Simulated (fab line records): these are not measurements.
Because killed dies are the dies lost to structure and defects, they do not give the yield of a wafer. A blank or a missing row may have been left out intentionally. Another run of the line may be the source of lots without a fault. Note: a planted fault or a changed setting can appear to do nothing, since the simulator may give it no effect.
A single fault, viewed from 2 desks | flow rit_cmos | every desk sees just its own numbers, and what lay behind them comes last

== AT THE METROLOGY DESK ==
What the gauges read, lot by lot, whatever tool the lot ran on: means of the sampled wafers that have a number. Any lot whose mean is over 4 standard deviations away from the usual mean is out of limits and marked OUT; that distance is given in the brackets.
Columns: A = cd_nm at RIT_ACTIVE_CD_MEAS_11, usual 1400.1 nm
lot  | first seen here | A
L458 | day 1 19:35     | 1401.4
L459 | day 2 01:17     | 1398.5
L460 | day 2 05:35     | 1397.9
L461 | day 2 12:02     | 1402.1
L462 | day 2 16:45     | 1402.6
L463 | day 2 20:47     | 1399.9
L464 | day 3 02:45     | 1396.9
L467 | day 3 17:29     | 1399.2
L468 | day 3 21:34     | 1404.0
L470 | day 4 07:36     | 1401.0
L476 | day 5 13:26     | 1345.6 (-22) OUT
L478 | day 5 23:37     | 1397.6
L479 | day 6 04:26     | 1400.8
Finding of this desk: L476 out of limits; the first was L476 at day 5 13:26, on cd_nm at RIT_ACTIVE_CD_MEAS_11. In limits: L458, L459, L460, L461, L462, L463, L464, L467, L468, L470, L478, L479.

== THE TOOL OWNER'S DESK: iline_stepper-02 ==
The tool's own readings at RIT_ACTIVE_EXPOSE_08 (exposes mask M1, target cd 1400 nm): means of the sampled wafers that have a number, for each lot that ran on this tool. Any lot whose mean is over 4 standard deviations away from the usual mean is out of limits and marked OUT; that distance is given in the brackets.
Columns: A = exposure_dose_mJ_cm2 at RIT_ACTIVE_EXPOSE_08, usual 222.79
lot  | first seen here | A
L459 | day 2 00:53     | 222.72
L462 | day 2 16:21     | 222.93
L463 | day 2 20:21     | 222.98
L468 | day 3 21:10     | 222.59
L470 | day 4 07:12     | 222.74
L476 | day 5 13:02     | 215.95 (-30) OUT
Finding of this desk: L476 out of limits; the first was L476 at day 5 13:02, on exposure_dose_mJ_cm2 at RIT_ACTIVE_EXPOSE_08. In limits: L459, L462, L463, L468, L470.

== BROUGHT TOGETHER ==
On L476, at day 5 13:02, an alarm was possible from the tool owner's desk.
At day 5 13:26 the metrology desk could have sounded an alarm, on L476.
All the named lots went through RIT_ACTIVE_EXPOSE_08 on iline_stepper-02.

== WHAT HAD BEEN PUT IN BY THE SIMULATOR ==
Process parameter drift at RIT_ACTIVE_EXPOSE_08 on iline_stepper-02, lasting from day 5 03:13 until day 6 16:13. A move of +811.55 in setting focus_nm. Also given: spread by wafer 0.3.
Struck lots among those shown: L476.
Counting hours from when the fault started, the first reading out of limits came at 10 for the tool owner's desk and at 10 for the metrology desk.
